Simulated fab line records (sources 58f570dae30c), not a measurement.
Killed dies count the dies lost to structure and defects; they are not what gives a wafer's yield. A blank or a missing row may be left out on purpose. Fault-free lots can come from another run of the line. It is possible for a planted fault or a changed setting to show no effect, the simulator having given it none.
Which tool is to blame?    flow berkeley_cmos170    15 lots, 45 wafers sampled, at 6 steps of a route of 331

## WHAT THE GAUGES READ, wafer by wafer
UCB170_NWELL_THK_MEAS_05.
lot   measured     on             NWELL_NITRIDE_THK (nm)
L797  day 2 06:14  film_metro-04  227.1 228.7 228.0
L798  day 2 12:09  film_metro-04  221.8 219.9 219.5
L799  day 2 16:38  film_metro-01  226.2 223.3 225.4
L800  day 3 00:16  film_metro-04  225.5 227.4 222.8
L801  day 3 05:46  film_metro-01  226.3 225.7 226.2
L802  day 3 11:43  film_metro-04  223.4 222.1 224.3
L803  day 3 11:43  film_metro-03  225.4 223.3 224.6
L804  day 3 17:10  film_metro-04  226.5 224.5 227.3
L809  day 4 16:18  film_metro-03  223.9 224.0 223.9
L810  day 5 03:14  film_metro-01  224.2 225.1 224.9
L816  day 6 02:59  film_metro-04  228.9 228.8 230.6
L817  day 6 08:11  film_metro-04  220.6 222.3 221.7
L818  day 6 11:54  film_metro-03  224.1 223.8 221.7
L819  day 6 16:28  film_metro-04  226.5 226.3 225.0
L820  day 6 20:47  film_metro-03  220.5 222.2 220.8

UCB170_ACTIVE_CD_MEAS_90 targets a cd of 1200 nm.
lot   measured     on         cd_nm (nm)
L797  day 4 01:12  cd_sem-01  1198.9 1199.6 1198.8
L798  day 4 11:34  cd_sem-02  1197.5 1197.5 1198.4
L799  day 4 22:34  cd_sem-01  1197.8 1197.5 1200.3
L800  day 4 22:20  cd_sem-02  1199.0 1199.4 1199.1
L801  day 5 04:47  cd_sem-02  1199.1 1199.6 1198.0
L802  day 5 04:36  cd_sem-01  1200.7 1200.7 1199.0
L803  day 5 05:17  cd_sem-02  1201.4 1200.2 1201.1
L804  day 5 13:59  cd_sem-01  1200.4 1199.9 1199.7
L809  day 6 07:59  cd_sem-01  1200.0 1200.5 1201.0
L810  day 7 01:52  cd_sem-01  1198.2 1197.8 1197.9
L816  day 8 07:09  cd_sem-01  - - -
L817  day 8 07:13  cd_sem-02  - - -
L818  day 8 12:20  cd_sem-01  - - -
L819  day 8 16:32  cd_sem-02  1200.7 1200.7 1201.0
L820  day 8 16:20  cd_sem-02  1198.9 1200.7 1200.1

UCB170_PFIELD_OVL_MEAS_06.
lot   measured     on          PFIELD_OVL (nm)
L797  day 4 02:56  overlay-01  13 10 18
L798  day 4 13:22  overlay-02  -4 -1 -1
L799  day 5 00:58  overlay-02  -4 3 1
L800  day 5 00:41  overlay-02  10 2 6
L801  day 5 06:52  overlay-02  -4 3 -4
L802  day 5 06:35  overlay-02  0 -8 -11
L803  day 5 06:52  overlay-01  -1 2 3
L804  day 5 16:19  overlay-02  -4 4 3
L809  day 6 11:26  overlay-01  5 11 -1
L810  day 7 04:19  overlay-01  7 -2 3
L819  day 8 17:48  overlay-02  1 -6 -9
L820  day 8 17:33  overlay-02  1 -1 10

## WHICH TOOL RAN EACH LOT (tool, then ch and the chambers of the sampled wafers, then the start)
lot   UCB170_NWELL_STRIP_15                UCB170_ACTIVE_ETCH_15              UCB170_ACTIVE_STRIP_16
L797  plasma_asher-01 ch 1, day 2 07:33    rie_diel-01 ch 1,2,3, day 4 00:59  plasma_asher-04 ch 0,1, day 4 01:05
L798  plasma_asher-01 ch 0,1, day 2 14:04  rie_diel-03 ch 0,2,3, day 4 11:22  plasma_asher-03 ch 0,1, day 4 11:28
L799  plasma_asher-02 ch 0,1, day 2 18:11  rie_diel-04 ch 1,2,3, day 4 22:19  plasma_asher-03 ch 0,1, day 4 22:28
L800  plasma_asher-01 ch 0,1, day 3 01:35  rie_diel-03 ch 1,2,3, day 4 22:03  plasma_asher-01 ch 0,1, day 4 22:11
L801  plasma_asher-01 ch 1, day 3 07:20    rie_diel-04 ch 0,1,3, day 5 04:34  plasma_asher-04 ch 0,1, day 5 04:40
L802  plasma_asher-01 ch 0,1, day 3 13:14  rie_diel-01 ch 0,1,2, day 5 04:24  plasma_asher-03 ch 0,1, day 5 04:30
L803  plasma_asher-04 ch 0,1, day 3 13:37  rie_diel-03 ch 0,1,3, day 5 05:04  plasma_asher-03 ch 0,1, day 5 05:10
L804  plasma_asher-01 ch 0,1, day 3 18:28  rie_diel-04 ch 0,3, day 5 13:46    plasma_asher-03 ch 0,1, day 5 13:52
L809  plasma_asher-01 ch 0,1, day 4 18:17  rie_diel-03 ch 0,1,3, day 6 07:43  plasma_asher-04 ch 0,1, day 6 07:50
L810  plasma_asher-02 ch 0,1, day 5 05:19  rie_diel-03 ch 1,2,3, day 7 01:40  plasma_asher-03 ch 0,1, day 7 01:46
L816  plasma_asher-04 ch 1, day 6 05:32    rie_diel-01 ch 0,1,2, day 8 06:57  plasma_asher-01 ch 0,1, day 8 07:03
L817  plasma_asher-01 ch 0,1, day 6 09:22  rie_diel-04 ch 2,3, day 8 06:59    plasma_asher-04 ch 0,1, day 8 07:05
L818  plasma_asher-04 ch 1, day 6 13:20    rie_diel-04 ch 0,1,2, day 8 12:05  plasma_asher-01 ch 0,1, day 8 12:11
L819  plasma_asher-02 ch 0,1, day 6 17:53  rie_diel-04 ch 0,1,2, day 8 16:17  plasma_asher-03 ch 0,1, day 8 16:25
L820  plasma_asher-02 ch 0,1, day 6 22:16  rie_diel-01 ch 0,2,3, day 8 16:08  plasma_asher-04 ch 0,1, day 8 16:14
- UCB170_NWELL_STRIP_15: strips in O2.
- UCB170_ACTIVE_ETCH_15: etches Si3N4 in CH3F/Ar/O2, stops on SiO2, target depth 242 nm, time 151 s.
- UCB170_ACTIVE_STRIP_16: strips in O2.

## AS READ BY THE TOOLS THEMSELVES (means over the sampled wafers that have a number; for cases with no such wafer, the mark the record gives instead)
UCB170_NWELL_STRIP_15.
lot   tool             drypump_motor_current_A (A)  oes_product_au (a.u.)  strip_time_to_endpoint_s (s)
L797  plasma_asher-01  4.8                          0.725                  18.03
L798  plasma_asher-01  5.0                          0.720                  17.99
L799  plasma_asher-02  5.9                          0.723                  17.90
L800  plasma_asher-01  5.3                          0.724                  18.03
L801  plasma_asher-01  4.9                          0.716                  18.00
L802  plasma_asher-01  5.0                          0.718                  18.04
L803  plasma_asher-04  5.6                          0.723                  17.90
L804  plasma_asher-01  5.0                          0.721                  17.92
L809  plasma_asher-01  5.3                          0.714                  17.97
L810  plasma_asher-02  5.9                          0.716                  17.96
L816  plasma_asher-04  5.7                          0.720                  17.90
L817  plasma_asher-01  5.0                          0.724                  17.94
L818  plasma_asher-04  5.7                          0.727                  17.91
L819  plasma_asher-02  5.4                          0.720                  18.07
L820  plasma_asher-02  5.9                          0.721                  18.16

UCB170_ACTIVE_ETCH_15.
lot   tool         CH3F_flow_sccm (sccm)  O2_flow_sccm (sccm)  drypump_motor_current_A (A)  oes_product_au (a.u.)  throttle_valve_pct (%)
L797  rie_diel-01  19.99                  6.996                5.7                          0.947                  8.05
L798  rie_diel-03  20.02                  7.014                6.0                          0.955                  8.19
L799  rie_diel-04  19.98                  6.977                5.3                          0.944                  8.15
L800  rie_diel-03  20.01                  6.987                5.9                          0.928                  8.17
L801  rie_diel-04  19.97                  7.016                5.1                          0.933                  8.14
L802  rie_diel-01  19.99                  6.999                5.6                          0.945                  8.01
L803  rie_diel-03  20.07                  6.972                5.8                          0.932                  8.11
L804  rie_diel-04  19.93                  7.003                5.1                          0.943                  8.08
L809  rie_diel-03  19.97                  7.016                5.7                          0.928                  8.11
L810  rie_diel-03  19.99                  6.993                5.9                          0.933                  8.17
L816  rie_diel-01  -                      -                    -                            -                      -
L817  rie_diel-04  -                      -                    -                            -                      -
L818  rie_diel-04  -                      -                    -                            -                      -
L819  rie_diel-04  19.95                  6.999                5.3                          0.951                  8.20
L820  rie_diel-01  20.00                  6.996                5.6                          0.941                  8.00

UCB170_ACTIVE_STRIP_16.
lot   tool             drypump_motor_current_A (A)  oes_product_au (a.u.)  strip_time_to_endpoint_s (s)
L797  plasma_asher-04  5.4                          0.721                  18.07
L798  plasma_asher-03  5.9                          0.720                  18.03
L799  plasma_asher-03  5.9                          0.723                  18.02
L800  plasma_asher-01  5.3                          0.722                  17.97
L801  plasma_asher-04  5.6                          0.722                  18.10
L802  plasma_asher-03  5.9                          0.720                  18.12
L803  plasma_asher-03  5.6                          0.719                  18.08
L804  plasma_asher-03  5.6                          0.718                  18.04
L809  plasma_asher-04  5.4                          0.723                  17.88
L810  plasma_asher-03  5.9                          0.724                  18.00
L816  plasma_asher-01  5.0                          0.733                  21.56
L817  plasma_asher-04  5.6                          0.737                  21.52
L818  plasma_asher-01  5.3                          0.737                  21.54
L819  plasma_asher-03  5.6                          0.722                  18.06
L820  plasma_asher-04  5.6                          0.722                  17.97

## THE ANSWER, worked out from the rows above alone
Rule: the usual values come from the lots themselves. Put in order of their means at a reading, lots are off if they are a third of the lots or fewer, leave a main group of 4 or more, and stand apart from it by a gap of 3 or more times the standard deviation of the main group's means; of several such gaps the widest counts. If all means in a main group match to the digits the tables above print for the reading, that group is not used. A lot without any number at a reading at which 4 lots or more have one is off too. Any other lot the step has rows for is counted as sound. After the gauges, taken in route order, come the tools' own readings; for these a lot's mean is taken, as printed above. At the first step where some lot is off, the reading lying furthest off is the one used; lots without a number count as furthest.
Off, at UCB170_ACTIVE_CD_MEAS_90 on cd_nm: L816, L817, L818. Without a number there: L816, L817, L818. The main group: mean 1199.5 nm, standard deviation 1.
A tool fits if, at a process step before that reading, it ran every lot that is off, and no sound lot after the first of them. The gauges at UCB170_ACTIVE_CD_MEAS_90 aren't tried: what is off there is off at UCB170_ACTIVE_ETCH_15 too, on other tools, and a gauge's error can't cause that. Not one of the candidates tried fits.

## WHAT THE SIMULATOR HAD PUT IN
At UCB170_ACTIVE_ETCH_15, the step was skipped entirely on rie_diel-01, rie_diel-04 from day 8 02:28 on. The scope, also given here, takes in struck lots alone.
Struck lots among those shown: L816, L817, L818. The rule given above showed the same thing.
